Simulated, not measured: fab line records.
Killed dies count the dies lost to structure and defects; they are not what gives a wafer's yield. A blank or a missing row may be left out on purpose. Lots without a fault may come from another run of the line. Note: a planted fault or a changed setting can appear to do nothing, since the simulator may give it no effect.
The tool behind it: which one? / flow rit_cmos / 14 lots, 42 wafers sampled, at 3 steps of a route of 202

== WHAT EACH GAUGE READ, for each wafer ==
RIT_NWELL_TW_MEAS_10.
lot=L349; measured=day 1 22:28; on=film_metro-03; NWELL_TW=2166 2161 2172
lot=L350; measured=day 2 03:28; on=film_metro-03; NWELL_TW=2178 2168 2183
lot=L351; measured=day 2 08:00; on=film_metro-03; NWELL_TW=2169 2164 2173
lot=L353; measured=day 2 19:40; on=film_metro-03; NWELL_TW=2165 2181 2171
lot=L355; measured=day 3 09:06; on=film_metro-03; NWELL_TW=2157 2171 2164
lot=L356; measured=day 3 11:43; on=film_metro-02; NWELL_TW=2138 2142 2124
lot=L357; measured=day 3 15:03; on=film_metro-03; NWELL_TW=2164 2170 2175
lot=L360; measured=day 4 05:10; on=film_metro-01; NWELL_TW=2098 2103 2107
lot=L361; measured=day 4 14:11; on=film_metro-02; NWELL_TW=2152 2157 2148
lot=L363; measured=day 4 23:55; on=film_metro-01; NWELL_TW=2107 2100 2096
lot=L364; measured=day 5 03:47; on=film_metro-01; NWELL_TW=2024 2019 2022 2036 2031 2029
lot=L367; measured=day 5 21:32; on=film_metro-03; NWELL_TW=2164 2168 2170
lot=L369; measured=day 6 09:03; on=film_metro-03; NWELL_TW=2096 2090 2094
lot=L371; measured=day 6 19:34; on=film_metro-03; NWELL_TW=2180 2177 2186

RIT_M1_BOW_MEAS_16.
lot=L349; measured=day 3 20:07; on=film_metro-04; M1_BOW (um)=14 22 6
lot=L350; measured=day 3 21:38; on=film_metro-03; M1_BOW (um)=18 20 19
lot=L351; measured=day 3 23:08; on=film_metro-02; M1_BOW (um)=17 11 17
lot=L353; measured=day 4 10:32; on=film_metro-02; M1_BOW (um)=25 20 26
lot=L355; measured=day 4 22:31; on=film_metro-03; M1_BOW (um)=14 30 21
lot=L356; measured=day 5 01:41; on=film_metro-04; M1_BOW (um)=8 3 20
lot=L357; measured=day 5 03:34; on=film_metro-03; M1_BOW (um)=19 41 11
lot=L360; measured=day 5 18:37; on=film_metro-03; M1_BOW (um)=20 10 20
lot=L361; measured=day 6 02:37; on=film_metro-04; M1_BOW (um)=15 5 19
lot=L363; measured=day 6 19:53; on=film_metro-04; M1_BOW (um)=11 22 20
lot=L364; measured=day 7 01:02; on=film_metro-03; M1_BOW (um)=5 17 14
lot=L367; measured=day 7 22:17; on=film_metro-04; M1_BOW (um)=24 28 14
lot=L369; measured=day 8 13:33; on=film_metro-04; M1_BOW (um)=19 8 17
lot=L371; measured=day 8 21:04; on=film_metro-02; M1_BOW (um)=21 10 12

== WHAT TOOL EACH LOT RAN ON (gives the tool, then ch and the chambers of the sampled wafers, and finally the start) ==
lot=L349; RIT_NWELL_IMPLANT_08=implanter-01 ch 0, day 1 22:08
lot=L350; RIT_NWELL_IMPLANT_08=implanter-01 ch 0, day 2 03:09
lot=L351; RIT_NWELL_IMPLANT_08=implanter-01 ch 0, day 2 07:41
lot=L353; RIT_NWELL_IMPLANT_08=implanter-03 ch 0, day 2 19:21
lot=L355; RIT_NWELL_IMPLANT_08=implanter-01 ch 0, day 3 08:49
lot=L356; RIT_NWELL_IMPLANT_08=implanter-02 ch 0, day 3 11:24
lot=L357; RIT_NWELL_IMPLANT_08=implanter-03 ch 0, day 3 14:44
lot=L360; RIT_NWELL_IMPLANT_08=implanter-03 ch 0, day 4 04:52
lot=L361; RIT_NWELL_IMPLANT_08=implanter-01 ch 0, day 4 13:54
lot=L363; RIT_NWELL_IMPLANT_08=implanter-02 ch 0, day 4 23:37
lot=L364; RIT_NWELL_IMPLANT_08=implanter-01 ch 0, day 5 03:28
lot=L367; RIT_NWELL_IMPLANT_08=implanter-03 ch 0, day 5 21:13
lot=L369; RIT_NWELL_IMPLANT_08=implanter-01 ch 0, day 6 08:43
lot=L371; RIT_NWELL_IMPLANT_08=implanter-02 ch 0, day 6 19:16
- RIT_NWELL_IMPLANT_08

== WHAT THE TOOLS THEMSELVES READ (means of the sampled wafers that have a number; where no wafer has one, the mark that the record gives instead) ==
RIT_NWELL_IMPLANT_08.
lot=L349 tool=implanter-01 beam_energy_keV=169.99
lot=L350 tool=implanter-01 beam_energy_keV=169.99
lot=L351 tool=implanter-01 beam_energy_keV=170.00
lot=L353 tool=implanter-03 beam_energy_keV=169.99
lot=L355 tool=implanter-01 beam_energy_keV=169.98
lot=L356 tool=implanter-02 beam_energy_keV=170.05
lot=L357 tool=implanter-03 beam_energy_keV=170.00
lot=L360 tool=implanter-03 beam_energy_keV=169.97
lot=L361 tool=implanter-01 beam_energy_keV=170.06
lot=L363 tool=implanter-02 beam_energy_keV=169.96
lot=L364 tool=implanter-01 beam_energy_keV=139.45
lot=L367 tool=implanter-03 beam_energy_keV=169.99
lot=L369 tool=implanter-01 beam_energy_keV=139.44
lot=L371 tool=implanter-02 beam_energy_keV=169.99

== THE ANSWER, worked out from the rows above alone ==
Rule: usual is defined by the lots themselves. The widest of any qualifying gaps counts: lots, ordered by their means at a reading, are off when they make up no more than a third of the lots, leave a main group of 4 or more, and stand apart from it by 3 or more times the standard deviation of that group's means. A main group is skipped when, at the precision printed for the reading in the tables above, its means are all equal. Also off: a lot with no number at a reading for which 4 or more lots have one. The other lots that the step has rows for count as sound. Order of review: gauges by route order, followed by the tools' own readings, for which a lot's mean as printed above is used. At the first step where some lot is off, the reading lying furthest off is the one used; lots without a number count as furthest.
Off at RIT_NWELL_IMPLANT_08 (beam_energy_keV): L364, L369. For the main group the mean is 170.00 and the standard deviation 0.028.
A tool fits if, at that step or a process step before it, it ran every lot that is off, and no sound lot after the first of them. One fits: implanter-01 at RIT_NWELL_IMPLANT_08. A fault onset in the window from L361 (day 4 13:54, its last sound lot) to L364 (day 5 03:28, its first lot off) fits.
The tool's own readings at RIT_NWELL_IMPLANT_08 bear it out: on the lots that are off they differ by more than 5 times the standard deviation of the sound lots' means. beam_energy_keV reads 139.44 there against 170.00 on the sound lots.

== WHAT THE SIMULATOR HAD INSERTED ==
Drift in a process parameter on implanter-01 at RIT_NWELL_IMPLANT_08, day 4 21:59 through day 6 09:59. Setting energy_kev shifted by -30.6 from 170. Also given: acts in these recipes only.
Lots struck among those shown: L364, L369. The rule above reached the same finding.
